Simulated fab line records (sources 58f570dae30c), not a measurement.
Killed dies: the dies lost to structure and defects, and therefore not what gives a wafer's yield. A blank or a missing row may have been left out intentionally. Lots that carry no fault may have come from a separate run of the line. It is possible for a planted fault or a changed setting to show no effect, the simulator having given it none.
One fault through the eyes of 2 desks :: flow berkeley cmos170 :: each desk has only its own numbers; what lay behind them comes last

== DESK OF THE TOOL OWNER: implanter-01 ==
The tool's own readings at UCB170_PSD_IMPLANT_08, given as means over the sampled wafers that have a number, one for each lot that went through this tool. A lot is out of limits, marked OUT, if its mean lies more than 4 standard deviations from the usual mean; the brackets give that distance.
Columns: A = dose ions cm2 at UCB170_PSD_IMPLANT_08, usual 3e+15
lot: L312
first seen here: day 7 21:59
A: 3e+15

lot: L317
first seen here: day 9 14:47
A: 3e+15

lot: L321
first seen here: day 9 15:19
A: 3e+15

lot: L320
first seen here: day 11 01:43
A: 3e+15

lot: L328
first seen here: day 11 08:50
A: 3e+15 (+16) OUT

lot: L325
first seen here: day 11 08:59
A: 3e+15 (+18) OUT

lot: L330
first seen here: day 12 11:52
A: 3e+15 (+16) OUT
This desk's finding: out of limits on L325, L328, L330; first on L328, day 11 08:50 (dose ions cm2 at UCB170_PSD_IMPLANT_08). L312, L317, L321, L320 stayed within limits.

== METROLOGY DESK ==
Lot by lot, what the gauges showed, no matter which tool ran the lot: averages of those sampled wafers that carry a number. A lot is out of limits, marked OUT, if its mean lies more than 4 standard deviations from the usual mean; the brackets give that distance.
Columns: A = cd nm at UCB170_PSD_CD_MEAS_06, usual 1200.3 nm; B = PSD_RS at UCB170_SDANNEAL_RS_MEAS_02, usual 75.7 ohm/sq
lot: L312
first seen here: day 7 21:50
A: 1200.0
B: 75.1

lot: L313
first seen here: day 7 22:13
A: 1203.2
B: 75.4

lot: L317
first seen here: day 9 14:37
A: 1199.3
B: 75.3

lot: L318
first seen here: day 9 14:47
A: 1200.3
B: 75.8

lot: L321
first seen here: day 9 15:09
A: 1201.5
B: 75.2

lot: L320
first seen here: day 11 01:34
A: 1201.1
B: 75.5

lot: L324
first seen here: day 11 01:41
A: 1199.3
B: 76.0

lot: L328
first seen here: day 11 08:41
A: 1199.9
B: 74.8

lot: L326
first seen here: day 11 08:44
A: 1203.5
B: 75.7

lot: L325
first seen here: day 11 08:49
A: 1200.9
B: 74.6

lot: L327
first seen here: day 11 08:58
A: 1200.7
B: 75.3

lot: L329
first seen here: day 11 17:58
A: 1201.2
B: 75.7

lot: L333
first seen here: day 12 11:34
A: 1198.6
B: 75.6

lot: L330
first seen here: day 12 11:43
A: 1200.4
B: 75.0

lot: L334
first seen here: day 12 22:20
A: 1201.2
B: 75.4
Finding of this desk: none of the 15 lots has anything out of limits.

== BROUGHT TOGETHER ==
On L325, L328, L330, at day 11 08:50, an alarm was possible from the tool owner's desk.
Metrology desk: nothing out of limits seen.
The metrology desk has L325, L328, L330 on record, within its limits.
Of the lots named, all ran UCB170_PSD_IMPLANT_08 on implanter-01.

== WHAT THE SIMULATOR PUT IN ==
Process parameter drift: implanter-01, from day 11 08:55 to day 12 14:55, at UCB170_PSD_IMPLANT_08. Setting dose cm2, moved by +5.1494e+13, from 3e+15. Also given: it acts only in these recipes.
Lots struck among those shown: L325, L328, L330.
